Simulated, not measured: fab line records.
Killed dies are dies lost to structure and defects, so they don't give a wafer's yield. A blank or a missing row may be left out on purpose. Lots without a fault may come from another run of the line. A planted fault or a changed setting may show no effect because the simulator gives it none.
fab line records | flow ritCmos
record: lots: 14 wafers: 42 lastDay: 7
route steps=202 shown M1@184
lots that met no fault: from a run of the same line without faults
startH: hours from the record's first day to the start of the lot's first wafer shown | waitH: hours since the lot's step before | " as in the row above | L1.1+2: one row covering several wafers at once | - no value, or no start was given | * or withheld: withheld | < > ~ a bound
route shown NAME@n: names a module that has steps shown in the file, with the first one's number in the route | usual: the fault-free wafers' mean and standard deviation | same: alike in all rows | chamber/n: place in a boat | sites: each site's reading | _std_site: how widely they spread, as a standard deviation | _edge_site: the outer-site mean with the inner-site mean subtracted | radiusMm: how far each site lies from the wafer's centre | mask NAME#n: copy n | behind: the most recent tool/chamber to have shaped the wafer | hold: what put the lot on hold/how long, in hours/how the hold closed | device: the n, p or np transistor that did not switch | end of line: the same wafers' tests at the end of the route | a step without rows: its recipe alone | killed: dies lost to structure and defects at the first sort, not the wafer's yield | map: per-die view of a wafer (x killed, . not killed, _ where there is no die)
set.NAME: the run value of the setting; set.NAME@STEP: its run value at that earlier step | model.NAME: the simulator's own value behind a step, which no gauge read
one table for each step of the route and one row for each wafer, over a sample of lots
services: when a tool's chamber went out of use (startH, in hours from the record's first day, below 0 if earlier), for how many hours, and the reason
== steps ==
step: RIT_M1_SPUTTER_00
recipe: material: Al targetThkNm: 400 powerW: 2000 chamberPressurePa: 0.4 gas: Ar timeS: 500 substrateTempC: 25
usual: throttleValvePct: 30.3/0.96
columns lot.wafer tool chamber startH waitH throttleValvePct
L896.3 pvdSputter-03 - 55.88 0.0 30.9
L896.4 " - " " 29.7
L896.6 " - " " 32.2
L899.1 pvdSputter-04 - 67.76 0.0 30.5
L899.2 " - " " 29.4
L899.5 " - " " 29.5
L900.2 pvdSputter-03 - 72.21 0.0 30.3
L900.3 " - " " 31.3
L900.4 " - " " 32.1
L902.2 pvdSputter-03 - 83.07 0.0 29.2
L902.4 " - " " 30.9
L902.6 " - " " 30.1
L903.1 pvdSputter-04 - 89.09 0.0 30.1
L903.2 " - " " 30.3
L903.4 " - " " 30.4
L904.1 pvdSputter-03 - 92.24 0.0 32.1
L904.2 " - " " 30.4
L904.5 " - " " 29.4
L905.1 pvdSputter-04 - 97.36 0.0 29.7
L905.2 " - " " 30.5
L905.5 " - " " 29.7
L907.2 pvdSputter-03 - 113.83 0.0 31.2
L907.4 " - " " 32.3
L907.6 " - " " 32.1
L907.2 pvdSputter-03 - 114.29 0.3 30.8
L907.4 " - " " 32.3
L907.6 " - " " 32.3
L908.1 pvdSputter-02 - 116.40 0.0 29.1
L908.2 " - " " 30.0
L908.5 " - " " 29.1
L910.3 pvdSputter-03 - 124.13 0.0 30.3
L910.4 " - " " 30.8
L910.5 " - " " 30.3
L912.2 pvdSputter-03 - 133.94 0.0 31.0
L912.3 " - " " 30.4
L912.6 " - " " 29.5
L914.1 pvdSputter-03 - 142.90 0.0 32.5
L914.4 " - " " 30.1
L914.5 " - " " 32.3
L914.1 pvdSputter-03 - 143.36 0.3 32.2
L914.4 " - " " 30.0
L914.5 " - " " 32.2
L915.2 pvdSputter-02 - 149.00 0.0 30.5
L915.3 " - " " 30.1
L915.5 " - " " 30.0
L916.1 pvdSputter-03 - 152.06 0.0 29.5
L916.2 " - " " 32.0
L916.5 " - " " 32.1
step: RIT_M1_RS_MEAS_01
recipe: thkMeasGauge: four-point-probe reads: Al_of_M1_SPUTTER_00
usual: M1_AL_RS: 0.0737/0.00093
columns lot.wafer tool chamber startH waitH M1_AL_RS[ohm/sq]
L896.3 filmMetro-03 - 56.21 0.2 0.0727
L896.4 " - " " 0.0744
L896.6 " - " " 0.0726
L899.1 filmMetro-01 - 68.06 0.1 0.0729
L899.2 " - " " 0.0719
L899.5 " - " " 0.0716
L900.2 filmMetro-02 - 72.53 0.2 0.0742
L900.3 " - " " 0.0733
L900.4 " - " " 0.0732
L902.2 filmMetro-02 - 83.39 0.2 0.0741
L902.4 " - " " 0.0741
L902.6 " - " " 0.0740
L903.1 filmMetro-03 - 89.39 0.1 0.0734
L903.2 " - " " 0.0731
L903.4 " - " " 0.0736
L904.1 filmMetro-02 - 92.54 0.1 0.0724
L904.2 " - " " 0.0737
L904.5 " - " " 0.0736
L905.1 filmMetro-03 - 97.65 0.1 0.0752
L905.2 " - " " 0.0746
L905.5 " - " " 0.0753
L907.2 filmMetro-01 - 114.61 0.2 0.0366
L907.4 " - " " 0.0362
L907.6 " - " " 0.0360
L907.2 filmMetro-01 - 114.97 0.3 0.0366
L907.4 " - " " 0.0361
L907.6 " - " " 0.0361
L908.1 filmMetro-01 - 116.69 0.1 0.0733
L908.2 " - " " 0.0740
L908.5 " - " " 0.0745
L910.3 filmMetro-02 - 124.46 0.2 0.0741
L910.4 " - " " 0.0746
L910.5 " - " " 0.0746
L912.2 filmMetro-02 - 134.25 0.2 0.0728
L912.3 " - " " 0.0729
L912.6 " - " " 0.0727
L914.1 filmMetro-01 - 143.65 0.1 0.0361
L914.4 " - " " 0.0370
L914.5 " - " " 0.0362
L914.1 filmMetro-01 - 143.94 0.3 0.0362
L914.4 " - " " 0.0369
L914.5 " - " " 0.0362
L915.2 filmMetro-01 - 149.32 0.2 0.0753
L915.3 " - " " 0.0761
L915.5 " - " " 0.0759
L916.1 filmMetro-01 - 152.35 0.1 0.0745
L916.2 " - " " 0.0730
L916.5 " - " " 0.0731
step: RIT_M1_PROBE_99
usual: defectLimitedYield: 97.2/1.1 killed_at_M0_to_M3: 0.0/0.083 killedAtContacts: 0.1/0.36 killedAtFrontEnd: 7.2/2.9 killedDies: 7.4/2.9 killedOpen: 3.8/2 killedShort: 3.5/2 sort_bin_3_pad_short: 0.1/0.2 sort_bin_5_function: 1.7/0.83 sort_bin_6_memory: 1.0/0.61 sortNPass: 256.6/2.9 sortYieldPct: 97.2/1.1
same: grossDies: 264 killed_at_M4_up: 0 killedAtBackSide: 0 killedAtOther: 0
columns lot.wafer tool chamber startH waitH defectLimitedYield[%] killed_at_M0_to_M3 killedAtContacts killedAtFrontEnd killedDies killedOpen killedShort sort_bin_3_pad_short[%] sort_bin_5_function[%] sort_bin_6_memory[%] sortNPass sortYieldPct[%]
L904.1 prober-02 - 96.94 0.1 96.2 0 1 9 10 7 3 0.4 2.3 1.1 254.0 96.2
L904.2 prober-02 - 96.99 0.1 98.1 0 0 5 5 3 2 0 1.1 0.8 259.0 98.1
L904.5 prober-02 - 97.14 0.2 95.8 0 0 11 11 8 3 0 2.7 1.5 253.0 95.8
L905.5 prober-01 - 102.14 0.2 97.0 0 0 8 8 6 2 0 0.8 2.3 256.0 97.0
killed by level:class
L904.1 GATE:geometricParticle:open=3 GATE:geometricParticle:short=2 REOX:geometricParticle:open=2 FOX1:geometricParticle:short=1 SPACER:geometricParticle:open=1 CONTACT:geometricParticle:open=1
L904.2 FOX2:geometricParticle:open=1 FOX2:geometricParticle:short=1 GATE:geometricParticle:short=1 SPACER:geometricParticle:open=1 SILICIDE:geometricParticle:open=1
L904.5 FOX1:geometricParticle:open=3 GATE:geometricParticle:open=3 SPACER:geometricParticle:open=2 FOX1:geometricParticle:short=1 GATE:geometricParticle:short=1 REOX:geometricParticle:short=1
L905.5 GATE:geometricParticle:open=2 GATE:geometricParticle:short=2 REOX:geometricParticle:open=2 FOX2:geometricParticle:open=1 SPACER:geometricParticle:open=1
== services ==
columns tool chamber startH hours kind
pvdSputter-02 - 53.78 10.5 repair
pvdSputter-03 - 120.84 3.1 repair
== key ==
firstSign: step: RIT_M1_SPUTTER_00 reading: visit direction: added
effect: step: RIT_M1_RS_MEAS_01 reading: visit direction: added
effect: step: RIT_M1_RS_MEAS_01 reading: M1_AL_RS direction: down sigmas: 40 usual: 0.0737 struck: 0.0363
metAt RIT_M1_SPUTTER_00
struckLots L907,L914
scrappedBehind RIT_M1_RS_MEAS_01 L907.2,L907.4,L907.6,L914.1,L914.4,L914.5
fault: kind: repeatedStepWhole tool: pvdSputter-02,pvdSputter-03,pvdSputter-04 chamber: - onsetH: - steps: RIT_M1_SPUTTER_00 times: 1 scope: struckLotsOnly
